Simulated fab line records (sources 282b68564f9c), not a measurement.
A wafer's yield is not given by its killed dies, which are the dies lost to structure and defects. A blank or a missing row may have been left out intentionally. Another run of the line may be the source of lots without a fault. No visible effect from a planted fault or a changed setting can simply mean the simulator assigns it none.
Split-lot study | flow rit-cmos | 5 lots, 23 wafers read, on a route of 202 steps

## THE SPLIT
At RIT_M1_DEVELOP_08 (develop time 68 s), the setting develop-time-s was moved away from the recipe's 68 s on 8 of the 23 wafers read, by -9.1% to +11.5%. This setting was run at the recipe's value on the other wafers.

The file shows no step between the split and the reading.

## THE READING
Shown in nm: cd-nm at RIT_M1_CD_MEAS_09, with target cd 2600 nm. Fault-free wafers of this fab line usually give 2600.6 nm, standard deviation 1.9 nm.

wafer  | tool, chamber at the split | develop-time-s as run, s | against the recipe | cd-nm, nm | against lot-mates on the recipe
L076.1 | litho-track-02, 0          | 68                       | recipe             | 2599.0    | -
L076.4 | litho-track-02, 0          | 68                       | recipe             | 2598.7    | -
L076.5 | litho-track-02, 0          | 68                       | recipe             | 2601.6    | -
L079.2 | litho-track-03, 0          | 68                       | recipe             | 2602.9    | -
L079.3 | litho-track-03, 0          | 68                       | recipe             | 2602.8    | -
L079.4 | litho-track-03, 0          | 68                       | recipe             | 2602.8    | -
L079.5 | litho-track-03, 0          | 68                       | recipe             | 2600.5    | -
L079.6 | litho-track-03, 0          | 68                       | recipe             | 2603.6    | -
L081.1 | litho-track-04, 0          | 61.81                    | -9.1%              | 2607.0    | +8.6
L081.3 | litho-track-04, 0          | 61.81                    | -9.1%              | 2607.0    | +8.6
L081.4 | litho-track-04, 0          | 68                       | recipe             | 2597.6    | -
L081.5 | litho-track-04, 0          | 68                       | recipe             | 2598.1    | -
L081.6 | litho-track-04, 0          | 68                       | recipe             | 2599.5    | -
L082.1 | litho-track-03, 0          | 68                       | recipe             | 2600.5    | -
L082.3 | litho-track-03, 0          | 75.81                    | +11.5%             | 2590.3    | -10.3
L082.4 | litho-track-03, 0          | 68                       | recipe             | 2600.7    | -
L082.5 | litho-track-03, 0          | 75.81                    | +11.5%             | 2587.8    | -12.8
L082.6 | litho-track-03, 0          | 75.81                    | +11.5%             | 2591.3    | -9.3
L084.1 | litho-track-03, 0          | 68                       | recipe             | 2598.6    | -
L084.3 | litho-track-03, 0          | 64.98                    | -4.4%              | 2602.4    | +3.3
L084.4 | litho-track-03, 0          | 64.98                    | -4.4%              | 2602.8    | +3.8
L084.5 | litho-track-03, 0          | 68                       | recipe             | 2599.5    | -
L084.6 | litho-track-03, 0          | 64.98                    | -4.4%              | 2599.3    | +0.2

THE FIT
A straight line over all 23 wafers: cd-nm changes by -0.803 nm for each +1% of develop-time-s; r = -0.91; the points scatter about the line by 2 nm.
The same after taking each lot's own level away (the mean of its wafers on the recipe; 23 wafers): -0.903 nm for each +1%; r = -0.97; scatter 1.3 nm.
That fit puts the effect of the largest move of develop-time-s on the reading at 10 nm.
Across the lots, their own levels run from 2598.40 to 2602.52 nm, a range of 2.2 times the standard deviation given above.
So the slope is not independent of the lot-to-lot level: the two fits are not the same.
Check: -10.7 nm against its lot-mates is what the line predicts for one of the wafers moved furthest among these (+11.5%) when that wafer is left out of the fit. Against them it came out at -10.3 nm.

## OTHER SPLITS ON THESE WAFERS
Other splits were also applied to these wafers ahead of the reading. Each is held against what the fit with the lots' levels taken away leaves over:
other split on the same wafers     | wafers away from the commonest value | r with cd-nm (lot level and that fit taken away)
RIT_GATE_EXPOSE_13 dose-mj         | 4                                    | -0.09
RIT_PLDD_IMPLANT_08 energy-kev     | 9                                    | +0.14
RIT_SPACER_CVD_03 pressure-mtorr   | 15                                   | -0.20
RIT_SDANNEAL_CLEAN_00 temp-c       | 15                                   | +0.20
RIT_SILICIDE_SPUTTER_01 power-w    | 7                                    | -0.09
RIT_CONTACT_CVD_00 time-s          | 10                                   | -0.01
RIT_CONTACT_ETCH_11 over-etch-frac | 4                                    | +0.28

## FILE'S OWN FIT
cd-nm changes by -0.912 nm for each +1% of develop-time-s, r = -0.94.
